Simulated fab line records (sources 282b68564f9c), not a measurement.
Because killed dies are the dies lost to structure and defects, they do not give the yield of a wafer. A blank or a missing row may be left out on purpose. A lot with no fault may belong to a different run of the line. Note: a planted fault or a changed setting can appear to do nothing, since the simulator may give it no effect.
Struck lot and sound lot, side by side	flow rit-cmos	23 steps out of a route of 202
Sound: wafers L630.1, L630.2, L630.3. Wafers L634.1, L634.3, L634.4 were the ones struck. At the end, the cause is stated.
Per side, at each step with rows, come the tool, then ch with its chambers, and then its first start. Under that, the readings that differ: sound wafers	struck wafers	difference of the means	sigmas: that difference in standard deviations of wafers without a fault.
alike: a reading whose means differ by less than 2 such deviations, as well as words and numbers matching on both sides. not compared: withheld readings; readings where some wafer has no value; bounds like >300 that might hide an equal value; numbers whose values overlap and for which the record gives no deviation.
The two part at a step that has a row with sigmas, a row that says differs or no value, or rows on one side only. Non-overlapping numbers with no deviation appear without sigmas and do not part them. A reading that every wafer of one side lacks parts them only if that side has two wafers or more.

RIT_SDANNEAL_RS_MEAS_06: a four-point-probe measurement.
  sound: film-metro-04 at day 4 03:56; struck: film-metro-03 at day 4 22:54
  alike: PLDD_RS
RIT_SDANNEAL_RS_MEAS_07: a four-point-probe measurement.
  sound: film-metro-04 at day 4 04:04; struck: film-metro-03 at day 4 23:01
reading	sound	struck	difference	sigmas
NLDD_RS (ohm/sq)	152.9 152.5 153.2	151.2 151.0 151.5	-1.6	-2
then, 1 step without rows for these wafers: RIT_SILICIDE_WET_ETCH_00 (etches SiO2 in BOE, target depth 14 nm, time 15 s).
RIT_SILICIDE_SPUTTER_01: material Ti, target thk 30 nm, time 240 s.
  sound: pvd-sputter-03 at day 4 04:12; struck: pvd-sputter-02 at day 4 23:10
  alike: chamber-pressure-pa, throttle-valve-pct
RIT_SILICIDE_RS_MEAS_02: a four-point-probe measurement.
  sound: film-metro-04 at day 4 04:21; struck: film-metro-04 at day 4 23:19
  alike: SILICIDE_TI_RS
RIT_SILICIDE_THK_MEAS_03: measures by xrf.
  sound: film-metro-04 at day 4 04:28; struck: film-metro-04 at day 4 23:26
  alike: SILICIDE_TI_THK
RIT_SILICIDE_RTA_04: time 10 s, ramp up 5 s, ramp down 5 s.
  sound on rtp-anneal-02 ch 0, day 4 04:32; struck on rtp-anneal-02 ch 0, day 4 23:29
  alike: wafer_temp_C_max
then, 1 step without rows for these wafers: RIT_SILICIDE_WET_ETCH_05 (etches Ti in SPM, time 120 s).
RIT_SILICIDE_RTA_06: time 10 s, ramp up 5 s, ramp down 10 s.
  sound on rtp-anneal-01 ch 0, day 4 04:38; struck on rtp-anneal-01 ch 0, day 4 23:36
  alike: wafer_temp_C_max
RIT_CONTACT_CVD_00: deposits SiO2 from TEOS, target thk 400 nm, time 61 s.
  sound on pecvd-04 ch 0,1,2, day 4 04:43; struck on pecvd-01 ch 1,2, day 4 23:40
  alike: heater-power-w
RIT_CONTACT_THK_MEAS_01:
  sound: film-metro-04 at day 4 04:46; struck: film-metro-02 at day 4 23:43
  alike: CONTACT_TEOS_THK
then, 1 step without rows for these wafers: RIT_CONTACT_HMDS_02 (prime time 60 s).
RIT_CONTACT_COAT_03: resist thk 1000 nm.
  sound on litho-track-02 ch 0, day 4 04:58; struck on litho-track-02 ch 0, day 5 00:00
reading	sound	struck	difference	sigmas
spin-speed-rpm (rpm)	3248.6 3250.1 3250.0	3333.4 3332.5 3336.3	+84.5	+35
model.NOVOLAK_of_CONTACT_COAT_03.thk-nm (nm)	999 996.6 998	986.6 985.9 989.7	-10.5	
  alike: dispense-pressure-kPa
then, 4 steps without rows for these wafers: RIT_CONTACT_SOFTBAKE_04 (time 60 s); RIT_CONTACT_EXPOSE_05 (exposes mask M11, target cd 1000 nm); RIT_CONTACT_PEB_06; RIT_CONTACT_DEVELOP_07 (develop time 120 s).
RIT_CONTACT_CD_MEAS_08: target cd 1000 nm.
  sound: cd-sem-01 at day 4 05:47; struck: cd-sem-01 at day 5 00:49
  alike: cd-nm
RIT_CONTACT_OVL_MEAS_09:
  sound: overlay-02 at day 4 05:55; struck: overlay-02 at day 5 00:56
  alike: CONTACT_OVL
then, 1 step without rows for these wafers: RIT_CONTACT_HARDBAKE_10 (time 60 s).
RIT_CONTACT_ETCH_11: etches SiO2 in CHF3/CF4/Ar, stops on TiSi2, target depth 480 nm, time 320 s.
  sound on rie-diel-02 ch 1,2,3, day 4 06:05; struck on rie-diel-02 ch 1,2, day 5 01:07
reading	sound	struck	difference	sigmas
model.NOVOLAK_of_CONTACT_COAT_03.thk-nm (nm)	768.5 765.9 766	755.9 757.3 759.6	-9.2	
  alike: drypump-motor-current-A, oes-product-au, throttle-valve-pct
  not compared: rf-hours-counter-h
RIT_CONTACT_STRIP_12: strips in O2, time 187.2 s.
  sound on plasma-asher-02 ch 0,1, day 4 06:17; struck on plasma-asher-01 ch 0,1, day 5 01:19
  alike: drypump-motor-current-A
  not compared: rf-hours-counter-h
following that, these wafers have no rows for 1 step: RIT_M1_PROBE_99.

WHERE THEY PART
Last at RIT_CONTACT_COAT_03 as far as this record goes, first at RIT_SDANNEAL_RS_MEAS_07. Later steps at which nothing parts them and some readings are alike: RIT_CONTACT_CD_MEAS_08, RIT_CONTACT_OVL_MEAS_09, RIT_CONTACT_ETCH_11, RIT_CONTACT_STRIP_12.

WHY: what had been put in by the simulator
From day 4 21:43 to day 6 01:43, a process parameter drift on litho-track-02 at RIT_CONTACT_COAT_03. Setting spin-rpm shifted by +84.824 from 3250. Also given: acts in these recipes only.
